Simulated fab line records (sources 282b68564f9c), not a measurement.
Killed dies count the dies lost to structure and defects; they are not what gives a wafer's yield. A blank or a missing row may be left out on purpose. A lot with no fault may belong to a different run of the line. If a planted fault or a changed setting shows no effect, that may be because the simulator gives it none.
fab line records | flow rit-cmos
record: lots: 14 | wafers: 42 | last-day: 7
route steps=202 shown PRETRO@72 M1@202
lots with no fault: from the same line, run without faults
start-h: hours from the record's opening day to when the first of the lot's shown wafers began | wait-h: how many hours have passed since the lot's step before this one | " unchanged from the row above | L1.1+2: a row that stands for several wafers | - no value, or no start given | * or withheld: withheld | < > ~ a bound
route shown NAME@n: a module of which the file shows steps, and the number in the route of the first | usual: average and standard deviation across the fault-free wafers | same: alike in all rows | chamber/n: place in a boat | sites: each site's reading | _std_site: standard deviation across them | _edge_site: mean of outer sites minus mean of inner sites | radius-mm: for every site, how far away it sits from the centre of the wafer | mask NAME#n: copy n | behind: the last tool/chamber to shape the wafer | hold: what put the lot on hold/how long, in hours/how the hold closed | device: names the non-switching transistor (n, p or np) | end of line: tests run on the same wafers once the route is complete | a step without rows: its recipe alone | killed: dies lost to structure and defects at the first sort, not the wafer's yield | map: dies across one wafer; x = killed, . = not, _ = none there
set.NAME: the setting that was run; set.NAME@STEP: the one run at that earlier step | model.NAME: the simulator's own value behind a step, which no gauge read
the route's steps for a sample of lots (tables are steps, rows are wafers)
services: from which hour (start-h, from the record's first day; less than 0 if before it) a tool's chamber was out of use, for how many hours, and why
== steps ==
step: RIT_PRETRO_IMPLANT_08
recipe: species: B | energy-kev: 45 | dose-cm2: 1.2e+13 | tilt-deg: 7
usual: beam-energy-keV: 44.997/0.014 | faraday-current-uA: 38.1/0.69 | tilt-deg: 7.000/0.018
lot.wafer | tool         | chamber | start-h | wait-h | beam-energy-keV | faraday-current-uA | tilt-deg
L881.4    | implanter-02 | 0       | 34.72   | 0.2    | 44.997          | 38.5               | 6.977
L881.5    | "            | 0       | "       | "      | 45.005          | 38.2               | 6.978
L881.6    | "            | 0       | "       | "      | 44.997          | 39.3               | 6.995
L883.1    | implanter-04 | 0       | 46.82   | 0.2    | 44.983          | 38.4               | 7.018
L883.2    | "            | 0       | "       | "      | 45.001          | 37.2               | 7.002
L883.4    | "            | 0       | "       | "      | 44.988          | 38.9               | 7.019
L885.1    | implanter-03 | 0       | 55.05   | 0.2    | 45.001          | 39.1               | 7.009
L885.4    | "            | 0       | "       | "      | 44.993          | 36.8               | 6.988
L885.5    | "            | 0       | "       | "      | 44.980          | 38.5               | 7.003
L886.2    | implanter-02 | 0       | 60.37   | 0.2    | 44.989          | 37.4               | 6.995
L886.3    | "            | 0       | "       | "      | 44.972          | 39.7               | 6.990
L886.4    | "            | 0       | "       | "      | 44.964          | 37.9               | 6.991
L887.2    | implanter-04 | 0       | 65.81   | 0.2    | 44.976          | 39.7               | 7.003
L887.3    | "            | 0       | "       | "      | 44.978          | 37.4               | 6.993
L887.5    | "            | 0       | "       | "      | 44.993          | 37.3               | 6.983
L888.1    | implanter-03 | 0       | 67.56   | 0.2    | 44.996          | 38.0               | 7.022
L888.2    | "            | 0       | "       | "      | 44.987          | 37.8               | 7.024
L888.5    | "            | 0       | "       | "      | 44.973          | 38.6               | 7.019
L889.1    | implanter-04 | 0       | 74.31   | 0.2    | 45.011          | 38.2               | 6.987
L889.3    | "            | 0       | "       | "      | 44.992          | 38.2               | 6.983
L889.6    | "            | 0       | "       | "      | 45.009          | 38.4               | 7.001
L891.1    | implanter-04 | 0       | 85.01   | 0.2    | 45.008          | 38.8               | 6.996
L891.3    | "            | 0       | "       | "      | 45.002          | 39.5               | 6.990
L891.4    | "            | 0       | "       | "      | 44.984          | 38.1               | 6.992
L894.1    | implanter-04 | 0       | 98.26   | 0.2    | 45.006          | 39.2               | 6.995
L894.4    | "            | 0       | "       | "      | 45.011          | 38.1               | 6.995
L894.5    | "            | 0       | "       | "      | 44.974          | 37.5               | 7.004
L895.3    | implanter-04 | 0       | 103.27  | 0.2    | 60.772          | 38.7               | 6.979
L895.4    | "            | 0       | "       | "      | 60.767          | 38.3               | 6.982
L895.5    | "            | 0       | "       | "      | 60.751          | 38.1               | 6.979
L896.2    | implanter-04 | 0       | 109.97  | 0.2    | 60.766          | 37.7               | 7.041
L896.3    | "            | 0       | "       | "      | 60.779          | 38.0               | 7.006
L896.4    | "            | 0       | "       | "      | 60.751          | 38.6               | 7.021
L898.1    | implanter-03 | 0       | 117.60  | 0.2    | 45.013          | 36.6               | 6.996
L898.2    | "            | 0       | "       | "      | 45.003          | 38.5               | 7.043
L898.5    | "            | 0       | "       | "      | 44.993          | 38.3               | 6.990
L901.2    | implanter-02 | 0       | 134.51  | 0.2    | 44.982          | 37.7               | 6.973
L901.4    | "            | 0       | "       | "      | 44.979          | 37.3               | 6.998
L901.5    | "            | 0       | "       | "      | 44.997          | 38.1               | 6.998
L904.1    | implanter-03 | 0       | 149.06  | 0.2    | 45.016          | 38.4               | 6.980
L904.3    | "            | 0       | "       | "      | 44.983          | 37.8               | 7.013
L904.4    | "            | 0       | "       | "      | 45.009          | 37.5               | 7.026
step: RIT_PRETRO_TW_MEAS_10
usual: PRETRO_TW: 477/3.1
lot.wafer | tool          | chamber | start-h | wait-h | hold                     | PRETRO_TW
L881.4    | film-metro-01 | -       | 35.00   | 0.1    | -                        | 475
L881.5    | "             | -       | "       | "      | -                        | 472
L881.6    | "             | -       | "       | "      | -                        | 477
L883.1    | film-metro-02 | -       | 47.14   | 0.1    | -                        | 480
L883.2    | "             | -       | "       | "      | -                        | 481
L883.4    | "             | -       | "       | "      | -                        | 479
L885.1    | film-metro-01 | -       | 55.38   | 0.1    | -                        | 477
L885.4    | "             | -       | "       | "      | -                        | 478
L885.5    | "             | -       | "       | "      | -                        | 478
L886.2    | film-metro-01 | -       | 60.68   | 0.1    | -                        | 475
L886.3    | "             | -       | "       | "      | -                        | 477
L886.4    | "             | -       | "       | "      | -                        | 478
L887.2    | film-metro-03 | -       | 66.12   | 0.1    | -                        | 482
L887.3    | "             | -       | "       | "      | -                        | 484
L887.5    | "             | -       | "       | "      | -                        | 482
L888.1    | film-metro-02 | -       | 67.88   | 0.1    | -                        | 478
L888.2    | "             | -       | "       | "      | -                        | 480
L888.5    | "             | -       | "       | "      | -                        | 477
L889.1    | film-metro-02 | -       | 74.63   | 0.1    | -                        | 478
L889.3    | "             | -       | "       | "      | -                        | 475
L889.6    | "             | -       | "       | "      | -                        | 476
L891.1    | film-metro-02 | -       | 85.34   | 0.1    | -                        | 478
L891.3    | "             | -       | "       | "      | -                        | 478
L891.4    | "             | -       | "       | "      | -                        | 475
L894.1    | film-metro-03 | -       | 98.58   | 0.1    | -                        | 477
L894.4    | "             | -       | "       | "      | -                        | 480
L894.5    | "             | -       | "       | "      | -                        | 480
L895.3    | film-metro-01 | -       | 103.56  | 0.1    | await-dispo/0.2h/release | 497
L895.4    | "             | -       | "       | "      | await-dispo/0.2h/release | 491
L895.5    | "             | -       | "       | "      | await-dispo/0.2h/release | 497
L895.3    | film-metro-01 | -       | 103.79  | 0.2    | -                        | 494
L895.4    | "             | -       | "       | "      | -                        | 496
L895.5    | "             | -       | "       | "      | -                        | 497
L896.2    | film-metro-01 | -       | 110.28  | 0.1    | await-dispo/0.2h/release | 498
L896.3    | "             | -       | "       | "      | await-dispo/0.2h/release | 497
L896.4    | "             | -       | "       | "      | await-dispo/0.2h/release | 497
L896.2    | film-metro-01 | -       | 110.51  | 0.2    | -                        | 494
L896.3    | "             | -       | "       | "      | -                        | 497
L896.4    | "             | -       | "       | "      | -                        | 497
L898.1    | film-metro-01 | -       | 118.01  | 0.1    | -                        | 475
L898.2    | "             | -       | "       | "      | -                        | 476
L898.5    | "             | -       | "       | "      | -                        | 476
L901.2    | film-metro-03 | -       | 134.82  | 0.1    | -                        | 481
L901.4    | "             | -       | "       | "      | -                        | 478
L901.5    | "             | -       | "       | "      | -                        | 477
L904.1    | film-metro-01 | -       | 149.39  | 0.1    | -                        | 473
L904.3    | "             | -       | "       | "      | -                        | 473
L904.4    | "             | -       | "       | "      | -                        | 473
step: RIT_M1_PROBE_99
usual: killed_at_M0_to_M3: 0.0/0.12 | killed-at-contacts: 0.1/0.27 | killed-at-front-end: 7/3.1 | killed-dies: 7/3.1 | killed-open: 3.3/2.1 | killed-short: 3.5/2
same: gross-dies: 264 | killed_at_M4_up: 0 | killed-at-back-side: 0 | killed-at-other: 0
lot.wafer | tool      | chamber | start-h | wait-h | killed_at_M0_to_M3 | killed-at-contacts | killed-at-front-end | killed-dies | killed-open | killed-short
L895.3    | prober-02 | -       | 135.09  | 0.2    | 0                  | 0                  | 6                   | 6           | 3           | 3
L895.4    | prober-02 | -       | 135.14  | 0.2    | 0                  | 0                  | 8                   | 8           | 4           | 4
L895.5    | prober-02 | -       | 135.19  | 0.2    | 0                  | 1                  | 10                  | 11          | 5           | 6
L896.2    | prober-01 | -       | 144.01  | 0.1    | 0                  | 0                  | 5                   | 5           | 3           | 2
L896.3    | prober-01 | -       | 144.06  | 0.2    | 0                  | 0                  | 8                   | 8           | 5           | 3
L896.4    | prober-01 | -       | 144.11  | 0.2    | 0                  | 0                  | 7                   | 7           | 5           | 2
killed by level:class
L895.3 GATE:geometric-particle:open=2 FOX1:geometric-particle:short=1 FOX1:geometric-particle:open=1 GATE:geometric-particle:short=1 SPACER:geometric-particle:short=1
L895.4 FOX2:geometric-particle:short=2 GATE:geometric-particle:open=2 SILICIDE:geometric-particle:open=2 FOX1:geometric-particle:short=1 GATE:geometric-particle:short=1
L895.5 GATE:geometric-particle:open=2 GATE:geometric-particle:short=2 SILICIDE:geometric-particle:open=2 REOX:geometric-particle:short=1 REOX:geometric-particle:open=1 SPACER:geometric-particle:short=1 SILICIDE:geometric-particle:short=1 CONTACT:geometric-particle:short=1
L896.2 FOX2:geometric-particle:short=2 FOX1:geometric-particle:open=1 GATE:geometric-particle:open=1 REOX:geometric-particle:open=1
L896.3 GATE:geometric-particle:open=2 FOX1:geometric-particle:short=1 FOX2:geometric-particle:open=1 GATE:geometric-particle:short=1 REOX:geometric-particle:short=1 REOX:geometric-particle:open=1 SILICIDE:geometric-particle:open=1
L896.4 GATE:geometric-particle:open=2 FOX2:geometric-particle:open=1 GATE:geometric-particle:short=1 REOX:geometric-particle:open=1 SILICIDE:geometric-particle:open=1 SILICIDE:geometric-particle:short=1
== services ==
tool         | chamber | start-h | hours | kind
implanter-02 | -       | 64.63   | 4.8   | repair
implanter-04 | -       | 74.66   | 10.1  | repair
implanter-03 | -       | 89.85   | 3.6   | pm
implanter-02 | -       | 92.72   | 2.0   | repair
implanter-03 | -       | 105.13  | 0.7   | repair
== key ==
first-sign: step: RIT_PRETRO_IMPLANT_08 | reading: beam-energy-keV | direction: up | sigmas: 99+ | usual: 44.997 | struck: 60.764
effect: step: RIT_PRETRO_TW_MEAS_10 | reading: visit | direction: added
effect: step: RIT_PRETRO_TW_MEAS_10 | reading: PRETRO_TW | direction: up | sigmas: 6.1 | usual: 477 | struck: 496
met-at RIT_PRETRO_IMPLANT_08
struck-lots L895,L896
tester-left-out L895,L896
onset-between 98.26 103.27
fault: kind: process-parameter-drift | tool: implanter-04 | chamber: - | onset-h: 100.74 | steps: RIT_PRETRO_IMPLANT_08 | channel: energy-kev | offset: 15.75 | shape: step | end-h: 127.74 | acts-in: these-recipes-only | stated: 45
tester-left-out: of these lots the tester's yield and bins aren't shown, on N5 and GAA mostly nor the transistor test; their killed dies are dies lost to structure and defects alone, not to doping, threshold or leakage, so they don't give the yield
